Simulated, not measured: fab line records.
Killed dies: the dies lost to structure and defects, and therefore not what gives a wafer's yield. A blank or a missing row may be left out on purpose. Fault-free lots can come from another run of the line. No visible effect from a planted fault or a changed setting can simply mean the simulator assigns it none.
2 desks, one fault ; flow berkeley cmos170 ; every desk sees just its own numbers, and what lay behind them comes last

== TOOL OWNER'S DESK, pvd sputter-02 ==
The tool's own readings at UCB170_M1_SPUTTER_00 (material Al, target thk 600 nm, time 80 s): means of the sampled wafers that have a number, for each lot that ran on this tool. If a lot's mean is further than 4 standard deviations from the usual mean, the lot is out of limits and carries the mark OUT (the distance appears in the brackets).
Columns: A = throttle valve pct at UCB170_M1_SPUTTER_00, usual 29.9 %
lot;first seen here;A
L659;day 9 00:18;29.4
L668;day 10 15:02;29.6
L671;day 11 03:51;30.8
Result from this desk: across the 3 lots, nothing is out of limits.

== THE METROLOGY DESK ==
Means of the sampled wafers that have a number, per lot and without regard to the tool the lot ran on: this is what the gauges read. If a lot's mean is further than 4 standard deviations from the usual mean, the lot is out of limits and carries the mark OUT (the distance appears in the brackets).
Columns: A = M1_AL_RS at UCB170_M1_RS_MEAS_01, usual 0.0484 ohm/sq; B = M1_AL_THK at UCB170_M1_THK_MEAS_02, usual 602 nm; C = V1_BOW at UCB170_V1_BOW_MEAS_03, usual 19 um
lot;first seen here;A;B;C
L658;day 8 13:37;0.0487;600;15
L661;day 9 00:07;0.0491;595;22
L659;day 9 00:24;0.0488;595;27
L660;day 9 00:59;0.0475;615;16
L668;day 10 15:07;0.0522 (+7.7) OUT;555 (-5.9) OUT;23
L671;day 11 03:56;0.0519 (+7.2) OUT;560 (-5.4) OUT;14
L672;day 11 17:59;0.0487;602;11
L674;day 12 03:50;0.0481;612;20
L675;day 12 04:31;0.0474;608;23
L676;day 12 09:32;0.0486;607;22
L677;day 12 20:05;0.0483;612;18
L678;day 12 20:28;0.0483;598;14
L679;day 13 14:56;0.0483;598;25
This desk's result: L668, L671 out of limits, first on L668 (M1_AL_RS at UCB170_M1_RS_MEAS_01), day 10 15:07. L658, L661, L659, L660, L672, L674, L675, L676, L677, L678, L679 stayed within limits.

== BROUGHT TOGETHER ==
The metrology desk could have raised an alarm at day 10 15:07, on L668, L671.
The tool owner's desk saw nothing out of limits.
On record at the tool owner's desk: L668, L671, within its limits.
All the named lots went through UCB170_M1_SPUTTER_00 on pvd sputter-02.

== WHAT THE SIMULATOR PUT IN ==
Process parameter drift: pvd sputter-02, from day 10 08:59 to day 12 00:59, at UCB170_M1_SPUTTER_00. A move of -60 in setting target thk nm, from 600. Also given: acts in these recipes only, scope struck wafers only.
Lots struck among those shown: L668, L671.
Time in hours between the start of the fault and the first out-of-limits reading at each desk: metrology desk, 6.
